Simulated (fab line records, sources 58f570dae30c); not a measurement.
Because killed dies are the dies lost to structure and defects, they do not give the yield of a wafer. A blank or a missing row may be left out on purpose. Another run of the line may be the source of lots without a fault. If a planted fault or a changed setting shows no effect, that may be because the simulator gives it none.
A lot that was struck, set against a sound lot | flow berkeley cmos170 | 15 out of 331 route steps
Sound: wafers L213.1, L213.4, L213.6. Struck: wafers L214.2, L214.5. (L214.6 of the same lot was not struck and is left out.) The cause comes at the end.
Order at every step that has rows: each side's tool, ch and its chambers, its first start. Under that, the readings that differ: sound wafers | struck wafers | difference of the means | sigmas: that difference in standard deviations of wafers without a fault.
alike: words and numbers the same on both sides, and readings whose means are apart by under 2 such deviations; not compared: readings that were withheld, readings missing a value for some wafer, numbers with overlapping values and no deviation given by the record, and bounds like >300 which may hide the same value.
The two part at a step that has a row with sigmas, a row that says differs or no value, or rows on one side only. Non-overlapping numbers with no deviation appear without sigmas and do not part them. Lack of a reading on every wafer of one side parts them only where that side has two or more wafers.

UCB170_V1_CMP_02: polishes SiO2.
  sound on cmp-01 ch 1,3, day 9 09:37; struck on cmp-01 ch 0,2, day 10 00:04
  alike: edge zone pressure frac, motor current A
UCB170_V1_BOW_MEAS_03:
  sound on film metro-01 at day 9 09:55; struck on film metro-02 at day 10 00:17
  alike: V1_BOW
UCB170_V1_THK_MEAS_04:
  sound on film metro-01 at day 9 10:02; struck on film metro-02 at day 10 00:24
  alike: V1_POLISHED_THK
then, 7 steps without rows for these wafers: UCB170_V1_CLEAN_05 (cleans in DIW); UCB170_V1_HMDS_06 (prime time 60 s); UCB170_V1_COAT_07 (resist thk 900 nm); UCB170_V1_SOFTBAKE_08 (time 60 s); UCB170_V1_EXPOSE_09 (exposes mask VIA1, target cd 700 nm); UCB170_V1_PEB_10; UCB170_V1_DEVELOP_11 (develop time 45 s).
UCB170_V1_CD_MEAS_12: target cd 700 nm.
  sound on cd sem-01 at day 9 11:13; struck on cd sem-02 at day 10 04:00
  alike: cd nm
UCB170_V1_OVL_MEAS_13:
  sound on overlay-02 at day 9 11:20; struck on overlay-02 at day 10 04:07
  alike: V1_OVL
UCB170_V1_ETCH_14: etches SiO2 in CHF3/CF4/Ar, stops on Al, target depth 1250 nm, time 291 s.
  sound on rie diel-01 ch 0,2, day 9 11:22; struck on rie diel-01 ch 1, day 10 04:08
  reading                             | sound             | struck      | difference | sigmas
  oes product au (a.u.)               | 0.871 0.876 0.875 | 0.846 0.848 | -0.027     | -2
  run length s (s)                    | 318.5 319.6 318.5 | 329.8 330.3 | +11.2      | +30
  model.KrF_of_V1_COAT_07.thk nm (nm) | 619.7 610.2 616   | 598.6 602.4 | -14.8      |
  alike: drypump motor current A, mfc ar sccm, throttle valve pct
  not compared: rf hours counter h
UCB170_V1_STRIP_15: strips in O2.
  sound on plasma asher-01 ch 0,1, day 9 11:33; struck on plasma asher-02 ch 0, day 10 04:19
  reading                      | sound             | struck      | difference | sigmas
  strip time to endpoint s (s) | 15.55 15.30 15.44 | 15.03 15.12 | -0.36      | -3
  alike: drypump motor current A, o2 flow sccm, oes product au
  not compared: rf hours counter h
after that, 1 step had no rows for these wafers: UCB170_M3_PROBE_99.

WHERE THEY PART
Earliest at UCB170_V1_ETCH_14; latest, in this record, at UCB170_V1_STRIP_15.

WHY: the cause the simulator had injected
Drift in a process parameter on rie diel-01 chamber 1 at UCB170_V1_ETCH_14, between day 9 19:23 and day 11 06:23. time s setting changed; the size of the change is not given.
